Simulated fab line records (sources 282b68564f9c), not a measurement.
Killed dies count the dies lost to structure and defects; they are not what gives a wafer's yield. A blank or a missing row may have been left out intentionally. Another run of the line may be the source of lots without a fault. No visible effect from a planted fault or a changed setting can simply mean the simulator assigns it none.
Split-lot study / flow rit-cmos / on a route of 202 steps: 5 lots, 23 wafers read

## THE SPLIT ITSELF
At RIT_M1_SPUTTER_00 (material Al, target thk 400 nm, time 500 s), the setting power-w was moved away from the recipe's 2000 W on 4 of the 23 wafers read, by +5.3% to +10.3%. For the rest of the wafers, this setting stayed at what the recipe calls for.

## FROM THE SPLIT TO THE READING: what the file shows between them, 2 steps
- RIT_M1_RS_MEAS_01: measures by four-point-probe
- RIT_M1_THK_MEAS_02: measures by xrf

## THE READING
oes-product-au, in a.u., at RIT_M1_METAL_ETCH_12 (etches Al in Cl2/BCl3, stops on SiO2, time 165 s, target depth 600 nm). On this fab line, fault-free wafers typically give 0.774 a.u. with a standard deviation of 0.01 a.u.

wafer=L074.1; tool, chamber at the split=pvd-sputter-02, -; power-w as run, W=2000; against the recipe=recipe; oes-product-au, a.u.=0.754; against lot-mates on the recipe=-
wafer=L074.3; tool, chamber at the split=pvd-sputter-02, -; power-w as run, W=2000; against the recipe=recipe; oes-product-au, a.u.=0.777; against lot-mates on the recipe=-
wafer=L074.4; tool, chamber at the split=pvd-sputter-02, -; power-w as run, W=2106; against the recipe=+5.3%; oes-product-au, a.u.=0.790; against lot-mates on the recipe=+0.025
wafer=L074.5; tool, chamber at the split=pvd-sputter-02, -; power-w as run, W=2000; against the recipe=recipe; oes-product-au, a.u.=0.764; against lot-mates on the recipe=-
wafer=L074.6; tool, chamber at the split=pvd-sputter-02, -; power-w as run, W=2106; against the recipe=+5.3%; oes-product-au, a.u.=0.798; against lot-mates on the recipe=+0.033
wafer=L075.1; tool, chamber at the split=pvd-sputter-01, -; power-w as run, W=2207; against the recipe=+10.3%; oes-product-au, a.u.=0.821; against lot-mates on the recipe=+0.046
wafer=L075.2; tool, chamber at the split=pvd-sputter-01, -; power-w as run, W=2207; against the recipe=+10.3%; oes-product-au, a.u.=0.836; against lot-mates on the recipe=+0.061
wafer=L075.3; tool, chamber at the split=pvd-sputter-01, -; power-w as run, W=2000; against the recipe=recipe; oes-product-au, a.u.=0.774; against lot-mates on the recipe=-
wafer=L075.4; tool, chamber at the split=pvd-sputter-01, -; power-w as run, W=2000; against the recipe=recipe; oes-product-au, a.u.=0.775; against lot-mates on the recipe=-
wafer=L075.6; tool, chamber at the split=pvd-sputter-01, -; power-w as run, W=2000; against the recipe=recipe; oes-product-au, a.u.=0.776; against lot-mates on the recipe=-
wafer=L078.2; tool, chamber at the split=pvd-sputter-02, -; power-w as run, W=2000; against the recipe=recipe; oes-product-au, a.u.=0.770; against lot-mates on the recipe=-
wafer=L078.3; tool, chamber at the split=pvd-sputter-02, -; power-w as run, W=2000; against the recipe=recipe; oes-product-au, a.u.=0.778; against lot-mates on the recipe=-
wafer=L078.4; tool, chamber at the split=pvd-sputter-02, -; power-w as run, W=2000; against the recipe=recipe; oes-product-au, a.u.=0.781; against lot-mates on the recipe=-
wafer=L078.5; tool, chamber at the split=pvd-sputter-02, -; power-w as run, W=2000; against the recipe=recipe; oes-product-au, a.u.=0.779; against lot-mates on the recipe=-
wafer=L078.6; tool, chamber at the split=pvd-sputter-02, -; power-w as run, W=2000; against the recipe=recipe; oes-product-au, a.u.=0.776; against lot-mates on the recipe=-
wafer=L081.1; tool, chamber at the split=pvd-sputter-01, -; power-w as run, W=2000; against the recipe=recipe; oes-product-au, a.u.=0.773; against lot-mates on the recipe=-
wafer=L081.3; tool, chamber at the split=pvd-sputter-01, -; power-w as run, W=2000; against the recipe=recipe; oes-product-au, a.u.=0.772; against lot-mates on the recipe=-
wafer=L081.4; tool, chamber at the split=pvd-sputter-01, -; power-w as run, W=2000; against the recipe=recipe; oes-product-au, a.u.=0.771; against lot-mates on the recipe=-
wafer=L081.5; tool, chamber at the split=pvd-sputter-01, -; power-w as run, W=2000; against the recipe=recipe; oes-product-au, a.u.=0.772; against lot-mates on the recipe=-
wafer=L081.6; tool, chamber at the split=pvd-sputter-01, -; power-w as run, W=2000; against the recipe=recipe; oes-product-au, a.u.=0.772; against lot-mates on the recipe=-
wafer=L084.3; tool, chamber at the split=pvd-sputter-03, -; power-w as run, W=2000; against the recipe=recipe; oes-product-au, a.u.=0.777; against lot-mates on the recipe=-
wafer=L084.4; tool, chamber at the split=pvd-sputter-03, -; power-w as run, W=2000; against the recipe=recipe; oes-product-au, a.u.=0.766; against lot-mates on the recipe=-
wafer=L084.6; tool, chamber at the split=pvd-sputter-03, -; power-w as run, W=2000; against the recipe=recipe; oes-product-au, a.u.=0.778; against lot-mates on the recipe=-

FIT RESULTS
A straight line over all 23 wafers: oes-product-au changes by +0.00512 a.u. for each +1% of power-w; r = +0.93; the points scatter about the line by 0.0067 a.u.
The same after taking each lot's own level away (the mean of its wafers on the recipe; 23 wafers): +0.00522 a.u. for each +1%; r = +0.96; scatter 0.0052 a.u.
The reading moves by 0.054 a.u. for the largest change in power-w, on that fit.
From 0.7650 to 0.7768 a.u.: that is the span of the lots' own levels, equal to 1.2 times the standard deviation above.
The two slopes agree, so the slope changes little with the lot-to-lot level.
Check: with one of the wafers moved furthest among these (+10.3%) left out of the fit, the line predicts +0.0595 a.u. for it against its lot-mates. It came out at +0.046 a.u. against them.

## THESE WAFERS: OTHER SPLITS
Note: prior to the reading, these wafers also went through further splits. Each is held against what the fit with the lots' levels taken away leaves over:
other split on the same wafers=RIT_NSD_COAT_01 spin-rpm; wafers away from the commonest value=7; r with oes-product-au (lot level and that fit taken away)=+0.13
other split on the same wafers=RIT_NSD_IMPLANT_08 dose-cm2; wafers away from the commonest value=9; r with oes-product-au (lot level and that fit taken away)=+0.01
other split on the same wafers=RIT_PSD_IMPLANT_08 energy-kev; wafers away from the commonest value=9; r with oes-product-au (lot level and that fit taken away)=+0.21
other split on the same wafers=RIT_SDANNEAL_CLEAN_00 time-s; wafers away from the commonest value=18; r with oes-product-au (lot level and that fit taken away)=+0.03
other split on the same wafers=RIT_CONTACT_CVD_00 time-s; wafers away from the commonest value=10; r with oes-product-au (lot level and that fit taken away)=-0.06
other split on the same wafers=RIT_CONTACT_DEVELOP_07 develop-time-s; wafers away from the commonest value=8; r with oes-product-au (lot level and that fit taken away)=-0.05

## THE WHOLE CHAIN: every reading that the file lists as answering this split, in the file's order
step=RIT_M1_SPUTTER_00; what it does=material Al, target thk 400 nm, time 500 s; reading=Al_of_M1_SPUTTER_00.thk-nm (the simulator's own value, which no gauge read); change (the file's fit)=+4.35 nm for each +1% of the setting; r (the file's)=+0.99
step=RIT_M1_RS_MEAS_01; what it does=measures by four-point-probe; reading=M1_AL_RS; change (the file's fit)=-0.000734 for each +1% of the setting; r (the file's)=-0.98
step=RIT_M1_THK_MEAS_02; what it does=measures by xrf; reading=M1_AL_THK; change (the file's fit)=+4.47 for each +1% of the setting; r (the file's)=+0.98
step=RIT_M1_METAL_ETCH_12; what it does=etches Al in Cl2/BCl3, stops on SiO2, time 165 s, target depth 600 nm; reading=oes-product-au; change (the file's fit)=+0.00518 a.u. for each +1% of the setting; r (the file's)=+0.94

## FILE'S OWN FIT
oes-product-au changes by +0.00518 a.u. for each +1% of power-w, r = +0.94.
